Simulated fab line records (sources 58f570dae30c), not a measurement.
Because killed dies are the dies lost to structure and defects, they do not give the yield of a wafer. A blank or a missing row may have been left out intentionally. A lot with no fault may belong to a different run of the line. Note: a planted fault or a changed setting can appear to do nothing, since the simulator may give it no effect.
fab line records    flow berkeleyCmos170
record lots=5  wafers=23
route steps=331 shown M1@238 V1@264 M2@284 V2@292 M3@310
startH: the number of hours between the record's first day and the start of the first shown wafer of the lot    waitH: hours since the lot's step before    " repeats the value in the row above    L1.1+2: a row that stands for several wafers    - value missing, or start not given    * or withheld: withheld    < > ~ a bound
route shown NAME@n: NAME is a module with steps in the file, n the number in the route of the first one    usual: mean/standard deviation of fault-free wafers    same: alike in all rows    chamber/n: place in a boat    sites: the reading at each site    _std_site: how widely they spread, as a standard deviation    _edge_site: mean of outer sites minus mean of inner sites    radiusMm: for every site, how far away it sits from the centre of the wafer    mask NAME#n: copy n    behind: the tool/chamber that last shaped the wafer    hold: what put the lot on hold/how long, in hours/how the hold closed    device: names the non-switching transistor (n, p or np)    end of line: the tests these same wafers got at the end of their route    a step with no rows: only its recipe    killed: dies that structure and defects cost at the first sort, which is not the same as the wafer's yield    map: per-die view of a wafer (x killed, . not killed, _ where there is no die)
set.NAME: the setting as run; set.NAME@STEP: as run at that earlier step    model.NAME: the simulator's own value behind a step, which no gauge read
lots with deliberately changed settings; one table per step, one row per wafer
## steps
# step UCB170_M1_SPUTTER_00
# recipe material=Al  targetThkNm=600  timeS=80  powerW=6000  chamberPressurePa=0.5
lot.wafer  tool           chamber  startH  waitH  set.powerW  model.Al_of_M1_SPUTTER_00.thkNm
L075.1     pvdSputter-03  -        194.62  0.0    6000        600.2
L075.2     "              -        "       "      6399        640
L075.3     "              -        "       "      6000        598.3
L075.4     "              -        "       "      6399        650.5
L075.5     "              -        "       "      6000        596.6
L076.1     pvdSputter-03  -        210.41  0.0    6503        654.3
L076.3+4   "              -        "       "      6000        591.9
L076.5     "              -        "       "      6503        652.2
L076.6     "              -        "       "      6000        598.5
L080.1     pvdSputter-04  -        225.49  0.0    6000        596
L080.3     "              -        "       "      6000        604.4
L080.4     "              -        "       "      6000        606.4
L080.5     "              -        "       "      6000        603.6
L080.6     "              -        "       "      6000        604.9
L082.1     pvdSputter-02  -        225.83  0.0    6000        607.9
L082.2     "              -        "       "      6000        610.8
L082.3     "              -        "       "      6000        592.5
L082.5     "              -        "       "      5435        536.5
L082.6     "              -        "       "      5435        543.5
L085.1     pvdSputter-04  -        260.40  0.0    6000        593
L085.3     "              -        "       "      6000        596.2
L085.5     "              -        "       "      6000        598.1
# step UCB170_M1_RS_MEAS_01
# recipe thkMeasGauge=four-point-probe  reads=Al_of_M1_SPUTTER_00
# usual M1_AL_RS=0.0485/0.00053
lot.wafer  tool          chamber  startH  waitH  set.powerW@M1_SPUTTER_00  M1_AL_RS[ohm/sq]
L075.1     filmMetro-01  -        194.68  0.0    6000                      0.0485
L075.2     "             -        "       "      6399                      0.0454
L075.3     "             -        "       "      6000                      0.0487
L075.4     "             -        "       "      6399                      0.0447
L075.5     "             -        "       "      6000                      0.0489
L076.1     filmMetro-01  -        210.48  0.0    6503                      0.0444
L076.3     "             -        "       "      6000                      0.0492
L076.4     "             -        "       "      6000                      0.0492
L076.5     "             -        "       "      6503                      0.0446
L076.6     "             -        "       "      6000                      0.0486
L080.1     filmMetro-04  -        225.55  0.0    6000                      0.0489
L080.3     "             -        "       "      6000                      0.0481
L080.4     "             -        "       "      6000                      0.0480
L080.5     "             -        "       "      6000                      0.0483
L080.6     "             -        "       "      6000                      0.0482
L082.1     filmMetro-04  -        225.90  0.0    6000                      0.0479
L082.2     "             -        "       "      6000                      0.0476
L082.3     "             -        "       "      6000                      0.0491
L082.5     "             -        "       "      5435                      0.0543
L082.6     "             -        "       "      5435                      0.0537
L085.1     filmMetro-04  -        260.46  0.0    6000                      0.0490
L085.3     "             -        "       "      6000                      0.0489
L085.5     "             -        "       "      6000                      0.0487
# step UCB170_M1_THK_MEAS_02
# recipe thkMeasGauge=xrf  reads=Al_of_M1_SPUTTER_00
# usual M1_AL_THK=583/7.4
lot.wafer  tool          chamber  startH  waitH  set.powerW@M1_SPUTTER_00  M1_AL_THK[nm]
L075.1     filmMetro-01  -        194.80  0.1    6000                      585
L075.2     "             -        "       "      6399                      625
L075.3     "             -        "       "      6000                      584
L075.4     "             -        "       "      6399                      635
L075.5     "             -        "       "      6000                      578
L076.1     filmMetro-01  -        210.60  0.1    6503                      639
L076.3     "             -        "       "      6000                      574
L076.4     "             -        "       "      6000                      573
L076.5     "             -        "       "      6503                      640
L076.6     "             -        "       "      6000                      585
L080.1     filmMetro-04  -        225.67  0.1    6000                      581
L080.3     "             -        "       "      6000                      588
L080.4     "             -        "       "      6000                      590
L080.5     "             -        "       "      6000                      584
L080.6     "             -        "       "      6000                      584
L082.1     filmMetro-04  -        226.02  0.1    6000                      589
L082.2     "             -        "       "      6000                      595
L082.3     "             -        "       "      6000                      574
L082.5     "             -        "       "      5435                      518
L082.6     "             -        "       "      5435                      523
L085.1     filmMetro-04  -        260.58  0.1    6000                      574
L085.3     "             -        "       "      6000                      576
L085.5     "             -        "       "      6000                      576
# step UCB170_V1_PEB_10
# recipe pebTempC=130  pebTimeS=withheld  resist=KrF
lot.wafer       tool           chamber  startH  waitH  set.pebTempC
L075.1+3        lithoTrack-03  0        201.14  0.2    127
L075.2+4+5      "              0        "       "      130
L076.1+3        lithoTrack-02  0        216.88  0.5    133.6
L076.4+5+6      "              0        "       "      130
L080.1+4+5      lithoTrack-02  0        231.43  0.1    130
L080.3+6        "              0        "       "      127.2
L082.1+2+3+5+6  lithoTrack-02  0        231.92  0.1    130
L085.1+3+5      lithoTrack-02  0        265.94  0.4    130
# step UCB170_V1_DEVELOP_11
# recipe developer=TMAH  developTimeS=45  resist=KrF  devTempC=21
# step UCB170_V1_CD_MEAS_12
# recipe targetCdNm=700
# usual cdNm=699.9/1.4
lot.wafer  tool      chamber  startH  waitH  set.pebTempC@V1_PEB_10  cdNm
L075.1     cdSem-02  -        201.48  -      127                     676.1
L075.2     "         -        "       "      130                     698.8
L075.3     "         -        "       "      127                     675.1
L075.4     "         -        "       "      130                     696.9
L075.5     "         -        "       "      130                     698.8
L076.1     cdSem-02  -        217.15  -      133.6                   721.9
L076.3     "         -        "       "      133.6                   723.0
L076.4     "         -        "       "      130                     702.3
L076.5     "         -        "       "      130                     702.8
L076.6     "         -        "       "      130                     702.9
L080.1     cdSem-02  -        231.71  -      130                     697.9
L080.3     "         -        "       "      127.2                   678.6
L080.4     "         -        "       "      130                     698.6
L080.5     "         -        "       "      130                     699.4
L080.6     "         -        "       "      127.2                   677.5
L082.1     cdSem-02  -        232.22  -      130                     699.5
L082.2     "         -        "       "      130                     699.6
L082.3     "         -        "       "      130                     699.4
L082.5     "         -        "       "      130                     700.0
L082.6     "         -        "       "      130                     700.6
L085.1     cdSem-01  -        266.22  -      130                     700.0
L085.3     "         -        "       "      130                     700.3
L085.5     "         -        "       "      130                     699.7
# step UCB170_V1_ETCH_14
# recipe chemistry=CHF3/CF4/Ar  target=SiO2  stopOn=Al  CHF3_flow_sccm=45  cf4FlowSccm=15  Ar_flow_sccm=150  pressureMtorr=200  rfW=700  targetDepthA=12500  overEtchFrac=0.25  timeS=291
lot.wafer  tool        chamber  startH  waitH  set.powerW@M1_SPUTTER_00  set.pebTempC@V1_PEB_10  model.Al_of_M1_SPUTTER_00.thkNm  model.V1.cdNm
L075.1     rieDiel-02  1        201.64  0.0    6000                      127                     600.2                            676.9
L075.2     "           2        "       "      6399                      130                     640                              697.5
L075.3     "           1        "       "      6000                      127                     598.3                            675.3
L075.4     "           2        "       "      6399                      130                     650.5                            696.2
L075.5     "           1        "       "      6000                      130                     596.6                            698.8
L076.1     rieDiel-01  1        217.31  0.0    6503                      133.6                   654.3                            722.1
L076.3     "           0        "       "      6000                      133.6                   591.9                            722.7
L076.4     "           2        "       "      6000                      130                     591.4                            703.1
L076.5     "           1        "       "      6503                      130                     652.2                            702.4
L076.6     "           0        "       "      6000                      130                     598.5                            702.6
L080.1     rieDiel-01  1        231.86  0.0    6000                      130                     596                              697.8
L080.3     "           3        "       "      6000                      127.2                   604.2                            679.9
L080.4     "           0        "       "      6000                      130                     606.4                            697.8
L080.5     "           1        "       "      6000                      130                     603.6                            699.6
L080.6     "           0        "       "      6000                      127.2                   604.9                            676.9
L082.1     rieDiel-02  3        232.38  0.0    6000                      130                     607.9                            699.1
L082.2     "           2        "       "      6000                      130                     610.8                            699.4
L082.3     "           1        "       "      6000                      130                     592.5                            699.6
L082.5     "           3        "       "      5435                      130                     536.5                            699.7
L082.6     "           0        "       "      5435                      130                     543.1                            701.1
L085.1     rieDiel-01  1        266.37  0.0    6000                      130                     592.9                            698.7
L085.3     "           2        "       "      6000                      130                     595.7                            699.6
L085.5     "           2        "       "      6000                      130                     597.6                            699.8
# step UCB170_V1_STRIP_15
# recipe chemistry=O2  powerW=400  pressureMtorr=3500  platenTempC=withheld  o2FlowSccm=400  overashFraction=0.5
# step UCB170_V1_CD_MEAS_90
# recipe targetCdNm=700
# usual cdNm=699.8/1.6
lot.wafer  tool      chamber  startH  waitH  set.pebTempC@V1_PEB_10  cdNm
L075.1     cdSem-01  -        202.01  0.1    127                     676.7
L075.2     "         -        "       "      130                     697.4
L075.3     "         -        "       "      127                     675.2
L075.4     "         -        "       "      130                     696.3
L075.5     "         -        "       "      130                     699.0
L076.1     cdSem-02  -        217.59  0.1    133.6                   721.9
L076.3     "         -        "       "      133.6                   722.6
L076.4     "         -        "       "      130                     703.6
L076.5     "         -        "       "      130                     702.0
L076.6     "         -        "       "      130                     702.7
L080.1     cdSem-01  -        232.14  0.1    130                     697.9
L080.3     "         -        "       "      127.2                   679.4
L080.4     "         -        "       "      130                     697.7
L080.5     "         -        "       "      130                     699.8
L080.6     "         -        "       "      127.2                   677.0
L082.1     cdSem-02  -        232.66  0.1    130                     699.3
L082.2     "         -        "       "      130                     699.2
L082.3     "         -        "       "      130                     699.5
L082.5     "         -        "       "      130                     699.6
L082.6     "         -        "       "      130                     701.2
L085.1     cdSem-02  -        266.65  0.1    130                     698.7
L085.3     "         -        "       "      130                     699.9
L085.5     "         -        "       "      130                     699.6
# step UCB170_M2_PEB_13
# recipe pebTempC=130  pebTimeS=withheld  resist=KrF
lot.wafer       tool           chamber  startH  waitH  set.pebTempC
L075.1+2+3+4+5  lithoTrack-01  0        204.34  0.1    130
L076.1+6        lithoTrack-03  0        219.53  0.1    130
L076.3+4+5      "              0        "       "      126.2
L080.1+6        lithoTrack-03  0        234.23  0.4    126.3
L080.3+4+5      "              0        "       "      130
L082.1+2+3+5+6  lithoTrack-03  0        235.23  0.6    130
L085.1+3+5      lithoTrack-04  0        268.97  0.1    130
# step UCB170_M2_DEVELOP_14
# recipe developer=TMAH  developTimeS=45  resist=KrF  devTempC=21
# step UCB170_M2_CD_MEAS_15
# recipe targetCdNm=700
# usual cdNm=700.4/1.1
lot.wafer  tool      chamber  startH  waitH  set.pebTempC@M2_PEB_13  cdNm
L075.1     cdSem-01  -        204.61  -      130                     701.4
L075.2     "         -        "       "      130                     700.7
L075.3     "         -        "       "      130                     701.5
L075.4     "         -        "       "      130                     700.3
L075.5     "         -        "       "      130                     700.7
L076.1     cdSem-01  -        219.80  -      130                     700.0
L076.3     "         -        "       "      126.2                   728.3
L076.4     "         -        "       "      126.2                   727.9
L076.5     "         -        "       "      126.2                   728.4
L076.6     "         -        "       "      130                     700.9
L080.1     cdSem-01  -        234.50  -      126.3                   730.0
L080.3     "         -        "       "      130                     701.5
L080.4     "         -        "       "      130                     702.4
L080.5     "         -        "       "      130                     702.1
L080.6     "         -        "       "      126.3                   728.9
L082.1     cdSem-02  -        235.50  -      130                     701.4
L082.2     "         -        "       "      130                     699.5
L082.3     "         -        "       "      130                     701.3
L082.5     "         -        "       "      130                     699.6
L082.6     "         -        "       "      130                     700.7
L085.1     cdSem-02  -        269.24  -      130                     701.0
L085.3     "         -        "       "      130                     699.4
L085.5     "         -        "       "      130                     700.5
# step UCB170_M2_ETCH_17
# recipe chemistry=N2/H2  targetDepthA=withheld  overetchA=withheld  target=BARC  timeS=withheld  sourceW=500  biasW=100  pressureMtorr=30  n2FlowSccm=100  h2FlowSccm=200
lot.wafer  tool        chamber  startH  waitH  set.pebTempC@M2_PEB_13  model.M2.cdNm
L075.1     rieDiel-04  2        204.77  0.0    130                     702.2
L075.2     "           0        "       "      130                     701.7
L075.3     "           3        "       "      130                     701.3
L075.4     "           1        "       "      130                     700.2
L075.5     "           2        "       "      130                     701.6
L076.1     rieDiel-02  2        219.96  0.0    130                     700.4
L076.3+4   "           1,0      "       "      126.2                   728.9
L076.5     "           1        "       "      126.2                   728.8
L076.6     "           2        "       "      130                     700.7
L080.1     rieDiel-02  2        234.66  0.0    126.3                   730
L080.3     "           1        "       "      130                     701.5
L080.4     "           0        "       "      130                     702.3
L080.5     "           2        "       "      130                     702.4
L080.6     "           1        "       "      126.3                   729.3
L082.1     rieDiel-03  3        235.66  0.0    130                     701.1
L082.2     "           0        "       "      130                     700.3
L082.3     "           2        "       "      130                     700.6
L082.5     "           2        "       "      130                     699.3
L082.6     "           3        "       "      130                     700.7
L085.1     rieDiel-03  2        269.40  0.0    130                     701.1
L085.3     "           3        "       "      130                     700.1
L085.5     "           0        "       "      130                     701.4
# step UCB170_M2_METAL_ETCH_18
# recipe chemistry=Cl2/BCl3  target=Al  stopOn=SiO2  pressureMtorr=12  targetDepthA=11700  overEtchFrac=0.3  timeS=195  icpW=600  biasW=120  Cl2_flow_sccm=90  bcl3FlowSccm=45
lot.wafer  tool         chamber  startH  waitH  set.pebTempC@M2_PEB_13  model.M2.cdNm
L075.1     rieMetal-04  1        204.81  -      130                     701.5
L075.2     "            0        "       "      130                     704.5
L075.3     "            1        "       "      130                     700.3
L075.4     "            0        "       "      130                     700
L075.5     "            0        "       "      130                     705.4
L076.1     rieMetal-01  0        220.00  -      130                     696.3
L076.3     "            0        "       "      126.2                   722.9
L076.4     "            1        "       "      126.2                   730.7
L076.5     "            0        "       "      126.2                   725.4
L076.6     "            1        "       "      130                     701.7
L080.1     rieMetal-03  0        234.70  -      126.3                   724.8
L080.3     "            1        "       "      130                     696.8
L080.4     "            0        "       "      130                     696.4
L080.5     "            0        "       "      130                     697.2
L080.6     "            1        "       "      126.3                   723.6
L082.1     rieMetal-04  1        235.70  -      130                     703.9
L082.2     "            0        "       "      130                     702.1
L082.3     "            0        "       "      130                     703
L082.5     "            0        "       "      130                     699.1
L082.6     "            1        "       "      130                     704.4
L085.1     rieMetal-01  1        269.44  -      130                     699.9
L085.3     "            1        "       "      130                     698.6
L085.5     "            0        "       "      130                     696.8
# step UCB170_M2_STRIP_19
# recipe chemistry=O2  powerW=400  pressureMtorr=3500  platenTempC=withheld  o2FlowSccm=400  overashFraction=0.5
# step UCB170_M2_CD_MEAS_90
# recipe targetCdNm=700
# usual cdNm=699.5/2.8
lot.wafer  tool      chamber  startH  waitH  set.pebTempC@M2_PEB_13  cdNm
L075.1     cdSem-02  -        205.10  0.1    130                     701.1
L075.2     "         -        "       "      130                     704.4
L075.3     "         -        "       "      130                     700.2
L075.4     "         -        "       "      130                     699.9
L075.5     "         -        "       "      130                     705.8
L076.1     cdSem-02  -        220.29  0.1    130                     696.6
L076.3     "         -        "       "      126.2                   723.0
L076.4     "         -        "       "      126.2                   730.6
L076.5     "         -        "       "      126.2                   725.4
L076.6     "         -        "       "      130                     701.7
L080.1     cdSem-02  -        234.99  0.1    126.3                   724.4
L080.3     "         -        "       "      130                     696.7
L080.4     "         -        "       "      130                     696.3
L080.5     "         -        "       "      130                     697.2
L080.6     "         -        "       "      126.3                   723.5
L082.1     cdSem-01  -        236.08  0.2    130                     704.1
L082.2     "         -        "       "      130                     701.9
L082.3     "         -        "       "      130                     702.8
L082.5     "         -        "       "      130                     699.0
L082.6     "         -        "       "      130                     704.5
L085.1     cdSem-02  -        269.73  0.1    130                     699.8
L085.3     "         -        "       "      130                     698.4
L085.5     "         -        "       "      130                     696.8
# step UCB170_V2_CVD_00
# recipe material=SiO2  targetThkNm=2000  tempC=390  precursor=TEOS/O2  timeS=250  rfW=550  pressureMtorr=9000
lot.wafer       tool      chamber    startH  waitH  set.timeS
L075.1+3+4      pecvd-01  0,1,2      205.22  0.1    250
L075.2+5        "         2,0        "       "      240
L076.1+5        pecvd-02  0,1        220.41  0.1    234.4
L076.3+4+6      "         2,0,2      "       "      250
L080.1+3+4+5+6  pecvd-01  1,2,1,0,2  235.11  0.1    250
L082.1+2+3+5+6  pecvd-03  0          236.20  0.1    250
L085.1+3+5      pecvd-01  2,1,0      269.85  0.1    250
# step UCB170_V2_THK_MEAS_01
# recipe reads=SiO2_of_V2_CVD_00
# usual V2_TEOS_THK=2006/23
lot.wafer  tool          chamber  startH  waitH  set.timeS@V2_CVD_00  V2_TEOS_THK[nm]
L075.1     filmMetro-02  -        205.37  0.1    250                  1987
L075.2     "             -        "       "      240                  1893
L075.3     "             -        "       "      250                  2006
L075.4     "             -        "       "      250                  2024
L075.5     "             -        "       "      240                  1952
L076.1     filmMetro-03  -        220.57  0.1    234.4                1847
L076.3     "             -        "       "      250                  1998
L076.4     "             -        "       "      250                  2028
L076.5     "             -        "       "      234.4                1893
L076.6     "             -        "       "      250                  2033
L080.1     filmMetro-03  -        235.26  0.1    250                  2000
L080.3     "             -        "       "      250                  1991
L080.4     "             -        "       "      250                  2033
L080.5     "             -        "       "      250                  1986
L080.6     "             -        "       "      250                  2003
L082.1     filmMetro-03  -        236.67  0.4    250                  1961
L082.2     "             -        "       "      250                  2007
L082.3     "             -        "       "      250                  1988
L082.5     "             -        "       "      250                  1994
L082.6     "             -        "       "      250                  1993
L085.1     filmMetro-03  -        270.00  0.1    250                  1988
L085.3     "             -        "       "      250                  2035
L085.5     "             -        "       "      250                  2013
# step UCB170_M3_SPUTTER_01
# recipe material=Al  targetThkNm=900  timeS=120  powerW=6000  chamberPressurePa=0.5
lot.wafer  tool           chamber  startH  waitH  set.timeS  model.Al_of_M3_SPUTTER_01.thkNm
L075.1     pvdSputter-04  -        208.07  0.0    109.1      829.2
L075.2     "              -        "       "      120        893.8
L075.3     "              -        "       "      120        896.7
L075.4     "              -        "       "      109.1      816.8
L075.5     "              -        "       "      109.1      823
L076.1     pvdSputter-03  -        223.02  0.0    136.6      1044
L076.3     "              -        "       "      120        917.1
L076.4     "              -        "       "      136.6      1042
L076.5     "              -        "       "      136.6      1045
L076.6     "              -        "       "      120        906.2
L080.1     pvdSputter-01  -        237.98  0.0    120        886.7
L080.3     "              -        "       "      120        892.5
L080.4     "              -        "       "      120        885.1
L080.5     "              -        "       "      120        895.7
L080.6     "              -        "       "      120        893.8
L082.1     pvdSputter-03  -        239.21  0.0    120        911.6
L082.2     "              -        "       "      120        922.8
L082.3     "              -        "       "      110.4      842.9
L082.5     "              -        "       "      110.4      832.8
L082.6     "              -        "       "      110.4      839
L085.1     pvdSputter-04  -        273.36  0.0    120        890.4
L085.3     "              -        "       "      120        905.6
L085.5     "              -        "       "      120        883.8
# step UCB170_M3_RS_MEAS_02
# recipe thkMeasGauge=four-point-probe  reads=Al_of_M3_SPUTTER_01
# usual M3_AL_RS=0.0322/0.00035
lot.wafer  tool          chamber  startH  waitH  set.timeS@M3_SPUTTER_01  M3_AL_RS[ohm/sq]
L075.1     filmMetro-04  -        208.15  0.0    109.1                    0.0350
L075.2     "             -        "       "      120                      0.0324
L075.3     "             -        "       "      120                      0.0323
L075.4     "             -        "       "      109.1                    0.0355
L075.5     "             -        "       "      109.1                    0.0352
L076.1     filmMetro-02  -        223.11  0.0    136.6                    0.0277
L076.3     "             -        "       "      120                      0.0316
L076.4     "             -        "       "      136.6                    0.0278
L076.5     "             -        "       "      136.6                    0.0278
L076.6     "             -        "       "      120                      0.0320
L080.1     filmMetro-02  -        238.06  0.0    120                      0.0327
L080.3     "             -        "       "      120                      0.0324
L080.4     "             -        "       "      120                      0.0327
L080.5     "             -        "       "      120                      0.0324
L080.6     "             -        "       "      120                      0.0324
L082.1     filmMetro-02  -        239.30  0.0    120                      0.0318
L082.2     "             -        "       "      120                      0.0313
L082.3     "             -        "       "      110.4                    0.0345
L082.5     "             -        "       "      110.4                    0.0348
L082.6     "             -        "       "      110.4                    0.0346
L085.1     filmMetro-01  -        273.44  0.0    120                      0.0326
L085.3     "             -        "       "      120                      0.0320
L085.5     "             -        "       "      120                      0.0328
# step UCB170_M3_THK_MEAS_03
# recipe thkMeasGauge=xrf  reads=Al_of_M3_SPUTTER_01
# usual M3_AL_THK=871/9.4
lot.wafer  tool          chamber  startH  waitH  set.timeS@M3_SPUTTER_01  M3_AL_THK[nm]
L075.1     filmMetro-04  -        208.27  0.1    109.1                    799
L075.2     "             -        "       "      120                      863
L075.3     "             -        "       "      120                      871
L075.4     "             -        "       "      109.1                    789
L075.5     "             -        "       "      109.1                    794
L076.1     filmMetro-02  -        223.23  0.1    136.6                    1001
L076.3     "             -        "       "      120                      882
L076.4     "             -        "       "      136.6                    1007
L076.5     "             -        "       "      136.6                    1002
L076.6     "             -        "       "      120                      871
L080.1     filmMetro-02  -        238.18  0.1    120                      852
L080.3     "             -        "       "      120                      857
L080.4     "             -        "       "      120                      851
L080.5     "             -        "       "      120                      866
L080.6     "             -        "       "      120                      859
L082.1     filmMetro-02  -        239.42  0.1    120                      877
L082.2     "             -        "       "      120                      882
L082.3     "             -        "       "      110.4                    809
L082.5     "             -        "       "      110.4                    801
L082.6     "             -        "       "      110.4                    803
L085.1     filmMetro-01  -        273.56  0.1    120                      867
L085.3     "             -        "       "      120                      888
L085.5     "             -        "       "      120                      867
# step UCB170_M3_DEVELOP_14
# recipe developer=TMAH  developTimeS=45  resist=KrF  devTempC=21
lot.wafer       tool           chamber  startH  waitH  set.developTimeS
L075.1+2+4      lithoTrack-03  0        -       -      45
L075.3+5        "              0        "       "      48.21
L076.1+3+4+5+6  lithoTrack-02  0        -       -      45
L080.1+3+4+5+6  lithoTrack-01  0        -       -      45
L082.1+5+6      lithoTrack-01  0        -       -      45
L082.2+3        "              0        "       "      50
L085.1+3+5      lithoTrack-03  0        -       -      45
# step UCB170_M3_ETCH_17
# recipe chemistry=N2/H2  targetDepthA=withheld  overetchA=withheld  target=BARC  timeS=withheld  sourceW=500  biasW=100  pressureMtorr=30  n2FlowSccm=100  h2FlowSccm=200
# step UCB170_M3_METAL_ETCH_18
# recipe chemistry=Cl2/BCl3  target=Al  stopOn=SiO2  pressureMtorr=12  targetDepthA=11700  overEtchFrac=0.3  timeS=195  icpW=600  biasW=120  Cl2_flow_sccm=90  bcl3FlowSccm=45
# usual oesProductAu=0.844/0.012
lot.wafer  tool         chamber  startH  waitH  set.timeS@M3_SPUTTER_01  oesProductAu
L075.1     rieMetal-03  1        210.43  -      109.1                    0.825
L075.2     "            0        "       "      120                      0.843
L075.3     "            0        "       "      120                      0.839
L075.4     "            1        "       "      109.1                    0.822
L075.5     "            1        "       "      109.1                    0.830
L076.1     rieMetal-02  1        225.76  -      136.6                    0.919
L076.3     "            1        "       "      120                      0.848
L076.4     "            0        "       "      136.6                    0.914
L076.5     "            0        "       "      136.6                    0.913
L076.6     "            1        "       "      120                      0.847
L080.1     rieMetal-01  1        240.17  -      120                      0.832
L080.3     "            0        "       "      120                      0.844
L080.4     "            1        "       "      120                      0.832
L080.5     "            0        "       "      120                      0.843
L080.6     "            1        "       "      120                      0.839
L082.1     rieMetal-03  1        241.44  -      120                      0.858
L082.2     "            0        "       "      120                      0.851
L082.3     "            0        "       "      110.4                    0.819
L082.5     "            0        "       "      110.4                    0.814
L082.6     "            1        "       "      110.4                    0.826
L085.1     rieMetal-02  0        275.67  -      120                      0.841
L085.3     "            0        "       "      120                      0.838
L085.5     "            1        "       "      120                      0.822
## key
split step=UCB170_M1_SPUTTER_00  setting=powerW  stated=6000  by=wafer
response step=UCB170_M1_SPUTTER_00  reading=model.Al_of_M1_SPUTTER_00.thkNm  change=+6.93  per=1%  r=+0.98
response step=UCB170_M1_RS_MEAS_01  reading=M1_AL_RS  change=-0.000574  per=1%  r=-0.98
response step=UCB170_M1_THK_MEAS_02  reading=M1_AL_THK  change=+7.17  per=1%  r=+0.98
response step=UCB170_V1_ETCH_14  reading=model.Al_of_M1_SPUTTER_00.thkNm  change=+6.95  per=1%  r=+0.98
split step=UCB170_V1_PEB_10  setting=pebTempC  stated=130  by=wafer
response step=UCB170_V1_CD_MEAS_12  reading=cdNm  change=+8.57  per=1%  r=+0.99
response step=UCB170_V1_ETCH_14  reading=model.V1.cdNm  change=+8.34  per=1%  r=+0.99
response step=UCB170_V1_CD_MEAS_90  reading=cdNm  change=+8.36  per=1%  r=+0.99
split step=UCB170_M2_PEB_13  setting=pebTempC  stated=130  by=wafer
response step=UCB170_M2_CD_MEAS_15  reading=cdNm  change=-9.57  per=1%  r=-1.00
response step=UCB170_M2_ETCH_17  reading=model.M2.cdNm  change=-9.7  per=1%  r=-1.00
response step=UCB170_M2_METAL_ETCH_18  reading=model.M2.cdNm  change=-9.48  per=1%  r=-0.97
response step=UCB170_M2_CD_MEAS_90  reading=cdNm  change=-9.42  per=1%  r=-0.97
split step=UCB170_V2_CVD_00  setting=timeS  stated=250  by=wafer
response step=UCB170_V2_THK_MEAS_01  reading=V2_TEOS_THK  change=+23  per=1%  r=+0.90
split step=UCB170_M3_SPUTTER_01  setting=timeS  stated=120  by=wafer
response step=UCB170_M3_SPUTTER_01  reading=model.Al_of_M3_SPUTTER_01.thkNm  change=+9.21  per=1%  r=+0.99
response step=UCB170_M3_RS_MEAS_02  reading=M3_AL_RS  change=-0.000314  per=1%  r=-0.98
response step=UCB170_M3_THK_MEAS_03  reading=M3_AL_THK  change=+8.93  per=1%  r=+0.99
response step=UCB170_M3_METAL_ETCH_18  reading=oesProductAu  change=+0.00403  per=1%  r=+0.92
split step=UCB170_M3_DEVELOP_14  setting=developTimeS  stated=45  by=wafer
response none clear
